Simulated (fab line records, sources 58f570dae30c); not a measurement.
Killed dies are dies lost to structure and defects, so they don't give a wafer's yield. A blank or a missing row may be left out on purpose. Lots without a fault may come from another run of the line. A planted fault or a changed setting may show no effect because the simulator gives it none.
A struck lot beside a sound one | flow berkeley_cmos170 | 43 steps out of a route of 331
Sound: wafers L407.1, L407.5, L407.6. Struck: wafers L406.1, L406.3, L406.5. The cause comes at the end.
At each step with rows: each side's tool, then ch and its chambers, then its first start. Under that, the readings that differ: sound wafers | struck wafers | difference of the means | sigmas: that difference in standard deviations of wafers without a fault.
alike: readings whose means differ by less than 2 such deviations, and words and numbers that are the same on both sides. not compared: withheld readings, readings that some wafer has no value for, bounds like >300 that may hide the same value, and numbers for which the record gives no deviation and whose values overlap.
The two part at a step that has a row with sigmas, a row that says differs or no value, or rows on one side only. Numbers that don't overlap but have no deviation are shown without sigmas and don't part them. A reading that every wafer of one side lacks parts them only if that side has two wafers or more.

UCB170_BACKSIDE_STRIP_03: strips in O2.
  sound on plasma_asher-01 ch 0,1, day 9 09:52; struck on plasma_asher-03 ch 1, day 9 11:02
  alike: drypump_motor_current_A, oes_product_au, strip_time_to_endpoint_s
  not compared: rf_hours_counter_h
then, 3 steps without rows for these wafers: UCB170_BACKSIDE_CLEAN_04 (cleans in SPM, time 600 s); UCB170_SDANNEAL_RTA_00 (time 10 s); UCB170_SDANNEAL_RTA_01 (time 5 s).
UCB170_SDANNEAL_RS_MEAS_02: measures by four-point-probe.
  sound on film_metro-04, day 9 10:17; struck on film_metro-04, day 9 12:49
  reading         | sound             | struck            | difference | sigmas
  PSD_RS (ohm/sq) | 75.01 75.33 75.05 | 75.86 75.99 75.97 | +0.81      | +3
UCB170_SDANNEAL_RS_MEAS_03: measures by four-point-probe.
  sound on film_metro-04, day 9 10:24; struck on film_metro-04, day 9 12:56
  alike: NSD_RS
UCB170_SDANNEAL_RS_MEAS_04: measures by four-point-probe.
  sound on film_metro-04, day 9 10:31; struck on film_metro-04, day 9 13:03
  alike: PLDD_RS
UCB170_SDANNEAL_RS_MEAS_05: measures by four-point-probe.
  sound on film_metro-04, day 9 10:38; struck on film_metro-04, day 9 13:10
  alike: NLDD_RS
then, 2 steps without rows for these wafers: UCB170_SILICIDE_PRE_CLEAN_00 (preclean etch time 60 s); UCB170_SILICIDE_SPUTTER_01 (material Ti, target thk 30 nm, time 25 s).
UCB170_SILICIDE_RS_MEAS_02: measures by four-point-probe.
  sound on film_metro-01, day 9 10:53; struck on film_metro-02, day 9 13:23
  alike: SILICIDE_TI_RS
UCB170_SILICIDE_THK_MEAS_03: measures by xrf.
  sound on film_metro-01, day 9 11:00; struck on film_metro-02, day 9 13:31
  alike: SILICIDE_TI_THK
UCB170_SILICIDE_RTA_04: time 15 s.
  sound on rtp_anneal-02 ch 0, day 9 11:04; struck on rtp_anneal-02 ch 0, day 9 13:34
  alike: lamp_power_pct, wafer_temp_C_max
then, 3 steps without rows for these wafers: UCB170_SILICIDE_WET_ETCH_05 (etches Ti in SPM, time 45 s); UCB170_CONTACT_CLEAN_00 (cleans in SPM, time 600 s); UCB170_CONTACT_CVD_01 (deposits PSG from SiH4/O2/PH3, target thk 700 nm, time 2820 s).
UCB170_CONTACT_THK_MEAS_02:
  sound on film_metro-01, day 9 14:51; struck on film_metro-04, day 9 16:38
  alike: CONTACT_PSG_THK
then, 5 steps without rows for these wafers: UCB170_CONTACT_HMDS_03 (prime time 60 s); UCB170_CONTACT_COAT_04 (resist thk 900 nm); UCB170_CONTACT_SOFTBAKE_05 (time 60 s); UCB170_CONTACT_STRIP_06 (strips in O2); UCB170_CONTACT_CLEAN_07 (cleans in SPM, time 600 s).
UCB170_CONTACT_RTA_08: time 10 s.
  sound on rtp_anneal-01 ch 0, day 9 15:38; struck on rtp_anneal-01 ch 0, day 9 18:29
  alike: lamp_power_pct, wafer_temp_C_max
then, 6 steps without rows for these wafers: UCB170_CONTACT_COAT_09; UCB170_CONTACT_COAT_10 (resist thk 900 nm); UCB170_CONTACT_SOFTBAKE_11 (time 60 s); UCB170_CONTACT_EXPOSE_12 (exposes mask CONT, target cd 700 nm); UCB170_CONTACT_PEB_13; UCB170_CONTACT_DEVELOP_14 (develop time 45 s).
UCB170_CONTACT_CD_MEAS_15: target cd 700 nm.
  sound on cd_sem-02, day 9 16:46; struck on cd_sem-02, day 9 20:23
  alike: cd_nm
UCB170_CONTACT_OVL_MEAS_16:
  sound on overlay-02, day 9 16:53; struck on overlay-02, day 9 20:31
  alike: CONTACT_OVL
then, 1 step without rows for these wafers: UCB170_CONTACT_ETCH_17 (etches BARC in N2/H2).
UCB170_CONTACT_ETCH_18: etches PSG in CHF3/CF4/Ar, stops on TiSi2, target depth 840 nm, time 195 s.
  sound on rie_diel-03 ch 0,1,2; struck on rie_diel-03 ch 0,2,3
  alike: drypump_motor_current_A, oes_product_au, throttle_valve_pct
  not compared: rf_hours_counter_h
UCB170_CONTACT_STRIP_19: strips in O2.
  sound on plasma_asher-04 ch 0,1, day 9 17:05; struck on plasma_asher-04 ch 0, day 9 20:43
  alike: drypump_motor_current_A, oes_product_au
  not compared: rf_hours_counter_h
UCB170_CONTACT_CD_MEAS_90: target cd 700 nm.
  sound on cd_sem-02, day 9 17:12; struck on cd_sem-01, day 9 20:49
  alike: cd_nm
then, 1 step without rows for these wafers: UCB170_CONTACT_CLEAN_20 (cleans in SPM, time 600 s).
UCB170_M1_SPUTTER_00: material Al, target thk 600 nm, time 80 s.
  sound on pvd_sputter-01, day 9 18:19; struck on pvd_sputter-02, day 9 21:13
  alike: throttle_valve_pct
UCB170_M1_RS_MEAS_01: measures by four-point-probe.
  sound on film_metro-04, day 9 18:23; struck on film_metro-04, day 9 21:16
  alike: M1_AL_RS
UCB170_M1_THK_MEAS_02: measures by xrf.
  sound on film_metro-04, day 9 18:30; struck on film_metro-04, day 9 21:23
  alike: M1_AL_THK
then, 3 steps without rows for these wafers: UCB170_M1_COAT_03; UCB170_M1_COAT_04 (resist thk 900 nm); UCB170_M1_SOFTBAKE_05 (time 60 s).
UCB170_M3_PROBE_99:
  sound on prober-01, day 10 10:04; struck on prober-01, day 10 12:13
  reading                            | sound             | struck            | difference | sigmas
  model.etest.ppoly_line.line_ohm_um | 15.08 15.11 14.97 | 13.37 13.61 13.58 | -1.53      |
  model.etest.npoly_line.line_ohm_um | 14.93 14.72 14.78 | 12.99 13.54 13.38 | -1.51      |
  model.etest.ppoly_line.rs_ohm_sq   | 4.847 4.791 4.898 | 4.271 4.354 4.31  | -0.534     |
  model.etest.npoly_line.rs_ohm_sq   | 4.796 4.773 4.782 | 4.203 4.282 4.232 | -0.545     |
  model.etest.pplus_sal.line_ohm_um  | 5.175 5.232 5.317 | 4.849 4.958 4.908 | -0.336     |
  model.etest.ppoly_sal.rs_ohm_sq    | 4.112 4.096 4.121 | 3.693 3.759 3.729 | -0.383     |
  model.etest.nplus_sal.line_ohm_um  | 5.053 5.148 5.283 | 4.781 4.871 4.872 | -0.320     |
  model.etest.npoly_sal.rs_ohm_sq    | 4.033 4.081 4.074 | 3.671 3.664 3.707 | -0.382     |

WHERE THEY PART
Only at UCB170_SDANNEAL_RS_MEAS_02, within this record. Later steps at which nothing parts them and some readings are alike: UCB170_SDANNEAL_RS_MEAS_03, UCB170_SDANNEAL_RS_MEAS_04, UCB170_SDANNEAL_RS_MEAS_05, UCB170_SILICIDE_RS_MEAS_02, UCB170_SILICIDE_THK_MEAS_03, UCB170_SILICIDE_RTA_04, UCB170_CONTACT_THK_MEAS_02, UCB170_CONTACT_RTA_08, UCB170_CONTACT_CD_MEAS_15, UCB170_CONTACT_OVL_MEAS_16, UCB170_CONTACT_ETCH_18, UCB170_CONTACT_STRIP_19, UCB170_CONTACT_CD_MEAS_90, UCB170_M1_SPUTTER_00, UCB170_M1_RS_MEAS_01, UCB170_M1_THK_MEAS_02.

WHY: what the simulator had put in
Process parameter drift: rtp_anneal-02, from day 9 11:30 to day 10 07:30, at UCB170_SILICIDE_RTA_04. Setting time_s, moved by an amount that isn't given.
